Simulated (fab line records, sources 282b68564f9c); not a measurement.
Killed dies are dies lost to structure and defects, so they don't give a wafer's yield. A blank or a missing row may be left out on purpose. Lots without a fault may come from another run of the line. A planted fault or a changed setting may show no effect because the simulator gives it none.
Problem report in the 8D (eight disciplines) form, filled by code | flow rit_cmos | the parts of the form that need people (team, actions taken, sign-off) are left out

1. THE PROBLEM
o2_flow_sccm at RIT_PLDD_STRIP_09 reads a mean of 1988 sccm on 2 wafers of 2 lots; wafers without a fault read 4000 sccm with a standard deviation of 13. That is -99 or more standard deviations from the usual mean.
The step: strips in O2, time 180 s.
First seen on wafer L363.1, day 3 17:22, on plasma_asher-02. The record holds 39 wafers of 13 lots with a number at this step. Rule for "out", or "out of limits": more than 4 standard deviations from the usual mean. The other wafers with a number count as sound.

2. WHAT IT IS AND WHAT IT IS NOT
question                    | is               | is not
which readings at this step | o2_flow_sccm     | drypump_motor_current_A
which lots                  | L363, L366       | L359, L360, L362, L369, L372, L375, L378, L379, L380, L381, L382
which wafers of those lots  | L363.1, L366.2   | L363.2, L363.3, L366.1, L366.5
read on which tools         | plasma_asher-02  | plasma_asher-03, plasma_asher-04
when                        | from day 3 17:22 | up to then (11 sound wafers); but 26 sound wafers of L366, L369, L372, L375, L378, L379, L380, L381, L382 came after

3. SUSPECTS, AND WHAT RULES EACH OUT
Counting: a tool at a process step up to the reading stays a suspect if it ran every lot that is out. Sound lots after the first of them don't rule it out here, since some wafers of a struck lot are sound.
- plasma_asher-02 at RIT_PLDD_STRIP_09 (strips in O2, time 180 s): kept. It ran every lot that is out, first L363 (day 3 17:22); its last sound lot up to then is L362 (day 3 10:02). Its own readings are out on those wafers: o2_flow_sccm.
- Within plasma_asher-02 at RIT_PLDD_STRIP_09: the wafers that are out ran in chamber 1; their sound lot-mates ran in chamber 0.
Left after counting: plasma_asher-02 at RIT_PLDD_STRIP_09.

4. THE CAUSE (what the simulator had put in)
Process parameter drift: plasma_asher-02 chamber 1, from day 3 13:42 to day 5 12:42, at RIT_PLDD_STRIP_09. Setting o2_flow_sccm, moved by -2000, from 4000. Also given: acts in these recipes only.
Counting left only this tool.

5. THE CHAIN OF EFFECTS, in route order
Each row: a reading whose mean over the struck wafers that have a number lies more than 3 standard deviations from the usual. Only readings for which the record gives a usual standard deviation are gone through. hours: the time from each lot's start at the first step in this table that gives one to its start at this step, as a median over the lots. sigmas: the change in usual standard deviations.
hours | step              | reading      | usual     | on struck wafers | change | sigmas
0     | RIT_PLDD_STRIP_09 | o2_flow_sccm | 4000 sccm | 1988             | -2012  | -99 or more
The process steps in it:
- RIT_PLDD_STRIP_09: strips in O2, time 180 s.

6. WHAT WOULD HAVE CAUGHT IT SOONER
In this record the first reading out of limits was taken at day 3 17:22, 4 hours after the fault began at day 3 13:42.
